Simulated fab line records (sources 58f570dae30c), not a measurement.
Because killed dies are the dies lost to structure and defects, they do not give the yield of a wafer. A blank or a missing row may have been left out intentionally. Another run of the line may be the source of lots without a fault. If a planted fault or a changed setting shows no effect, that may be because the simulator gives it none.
Comparing a struck lot with a sound one :: flow berkeley cmos170 :: 31 steps out of a route of 331
Sound: wafers L112.1, L112.3, L112.5. Wafers struck: L996.3, L996.4, L996.6. The cause comes at the end.
At each step with rows: each side's tool, then ch and its chambers, then its first start. Under that, the readings that differ: sound wafers :: struck wafers :: difference of the means :: sigmas: that difference in standard deviations of wafers without a fault.
alike: readings whose means differ by less than 2 such deviations, and words and numbers that are the same on both sides. not compared: withheld readings, readings that some wafer has no value for, bounds like >300 that may hide the same value, and numbers for which the record gives no deviation and whose values overlap.
A row with sigmas, a row that says differs or no value, or rows on one side alone: a step with any of these is where the two part. When numbers do not overlap yet have no deviation, they are printed without sigmas and do not part them. A reading missing from all wafers of one side parts the sides only when that side holds two or more wafers.

UCB170_SDANNEAL_RTA_01: time 5 s.
  sound on rtp anneal-02 ch 0, day 11 01:32; struck on rtp anneal-01 ch 0, day 7 13:58
reading: lamp power pct (%)
sound: 37.4 37.5 37.5
struck: 40.6 40.5 40.6
difference: +3.1
sigmas: +2
  alike: chamber o2 ppm, wafer_temp_C_max
UCB170_SDANNEAL_RS_MEAS_02: measurement is done with a four-point probe.
  sound on film metro-02, day 11 01:35; struck on film metro-03, day 7 14:05
  alike: PSD_RS
UCB170_SDANNEAL_RS_MEAS_03: measurement is done with a four-point probe.
  sound on film metro-02, day 11 01:43; struck on film metro-03, day 7 14:13
  alike: NSD_RS
UCB170_SDANNEAL_RS_MEAS_04: measurement is done with a four-point probe.
  sound on film metro-02, day 11 01:50; struck on film metro-03, day 7 14:20
  alike: PLDD_RS
UCB170_SDANNEAL_RS_MEAS_05: measurement is done with a four-point probe.
  sound on film metro-02, day 11 01:57; struck on film metro-03, day 7 14:27
  alike: NLDD_RS
then, 2 steps without rows for these wafers: UCB170_SILICIDE_PRE_CLEAN_00 (preclean etch time 60 s); UCB170_SILICIDE_SPUTTER_01 (material Ti, target thk 30 nm, time 25 s).
UCB170_SILICIDE_RS_MEAS_02: measurement is done with a four-point probe.
  sound on film metro-04, day 11 02:10; struck on film metro-02, day 7 14:40
  alike: SILICIDE_TI_RS
UCB170_SILICIDE_THK_MEAS_03: measures by xrf.
  sound on film metro-04, day 11 02:17; struck on film metro-02, day 7 14:46
  alike: SILICIDE_TI_THK
UCB170_SILICIDE_RTA_04: time 15 s.
  sound on rtp anneal-01 ch 0, day 11 02:20; struck on rtp anneal-02 ch 0, day 7 14:50
reading: chamber o2 ppm
sound: 1.978 1.956 1.995
struck: 2.027 2.040 2.001
difference: +0.046
sigmas: +2

reading: lamp power pct (%)
sound: 11.3 11.3 11.3
struck: 10.4 10.4 10.4
difference: -0.9
sigmas: -2
  alike: wafer_temp_C_max
then, 2 steps without rows for these wafers: UCB170_SILICIDE_WET_ETCH_05 (etches Ti in SPM, time 45 s); UCB170_CONTACT_CLEAN_00 (cleans in SPM, time 600 s).
UCB170_CONTACT_CVD_01: deposits PSG from SiH4/O2/PH3, target thk 700 nm, time 2820 s.
  sound on lpcvd-02 ch 0, day 11 03:32; struck on lpcvd-01 ch 1, day 7 16:26
reading: model.PSG_of_CONTACT_CVD_01.thk nm (nm)
sound: 702.9 702.1 699.8
struck: 1277 1274 1280
difference: +575
sigmas: 
UCB170_CONTACT_THK_MEAS_02:
  sound on film metro-02, day 11 05:19; struck on film metro-03, day 7 18:14
reading: CONTACT_PSG_THK (nm)
sound: 702 702 700
struck: 1277 1275 1280
difference: +576
sigmas: +91
then, 3 steps without rows for these wafers: UCB170_CONTACT_HMDS_03 (prime time 60 s); UCB170_CONTACT_COAT_04 (resist thk 900 nm); UCB170_CONTACT_SOFTBAKE_05 (time 60 s).
UCB170_CONTACT_STRIP_06: strips in O2.
  sound on plasma asher-03 ch 0,1, day 11 05:50; struck on plasma asher-01 ch 0,1, day 7 18:45
reading: drypump motor current A (A)
sound: 5.3 5.2 5.3
struck: 6.4 6.1 6.3
difference: +1.0
sigmas: +2
  alike: oes product au, strip time to endpoint s
  not compared: rf hours counter h
then, 1 step without rows for these wafers: UCB170_CONTACT_CLEAN_07 (cleans in SPM, time 600 s).
UCB170_CONTACT_RTA_08: time 10 s.
  sound on rtp anneal-02 ch 0, day 11 06:06; struck on rtp anneal-01 ch 0, day 7 19:02
reading: lamp power pct (%)
sound: 24.3 24.3 24.3
struck: 26.3 26.3 26.3
difference: +2.0
sigmas: +2
  alike: chamber o2 ppm, wafer_temp_C_max
then, 6 steps without rows for these wafers: UCB170_CONTACT_COAT_09; UCB170_CONTACT_COAT_10 (resist thk 900 nm); UCB170_CONTACT_SOFTBAKE_11 (time 60 s); UCB170_CONTACT_EXPOSE_12 (exposes mask CONT, target cd 700 nm); UCB170_CONTACT_PEB_13; UCB170_CONTACT_DEVELOP_14 (develop time 45 s).
UCB170_CONTACT_CD_MEAS_15: target cd 700 nm.
  sound on cd sem-01, day 11 07:04; struck on cd sem-02, day 7 20:13
  alike: cd nm
UCB170_CONTACT_OVL_MEAS_16:
  sound on overlay-01, day 11 07:11; struck on overlay-02, day 7 20:19
  alike: CONTACT_OVL
UCB170_CONTACT_ETCH_17: etches BARC in N2/H2.
  sound on rie diel-02 ch 1,2, day 11 07:13; struck on rie diel-01 ch 0,1, day 7 20:20
  alike: drypump motor current A, oes product au, throttle valve pct
UCB170_CONTACT_ETCH_18: etches PSG in CHF3/CF4/Ar, stops on TiSi2, target depth 840 nm, time 195 s.
  sound on rie diel-02 ch 1,2; struck on rie diel-01 ch 0,1
reading: oes product au (a.u.)
sound: 0.910 0.903 0.893
struck: 1.005 0.988 1.009
difference: +0.099
sigmas: +10

reading: model.CONTACT.feature depth nm (nm)
sound: 702.9 702.1 699.8
struck: 852.3 843.1 858.9
difference: +149.8
sigmas: 

reading: model.etch.depth nm (nm)
sound: 702.9 702.1 699.8
struck: 852.3 843.1 858.9
difference: +149.8
sigmas: 
  alike: drypump motor current A, throttle valve pct
  not compared: rf hours counter h
then, 1 step without rows for these wafers: UCB170_CONTACT_STRIP_19 (strips in O2).

## WHERE THEY PART
Earliest at UCB170_SDANNEAL_RTA_01; latest, in this record, at UCB170_CONTACT_ETCH_18.

WHY: what the simulator had put in
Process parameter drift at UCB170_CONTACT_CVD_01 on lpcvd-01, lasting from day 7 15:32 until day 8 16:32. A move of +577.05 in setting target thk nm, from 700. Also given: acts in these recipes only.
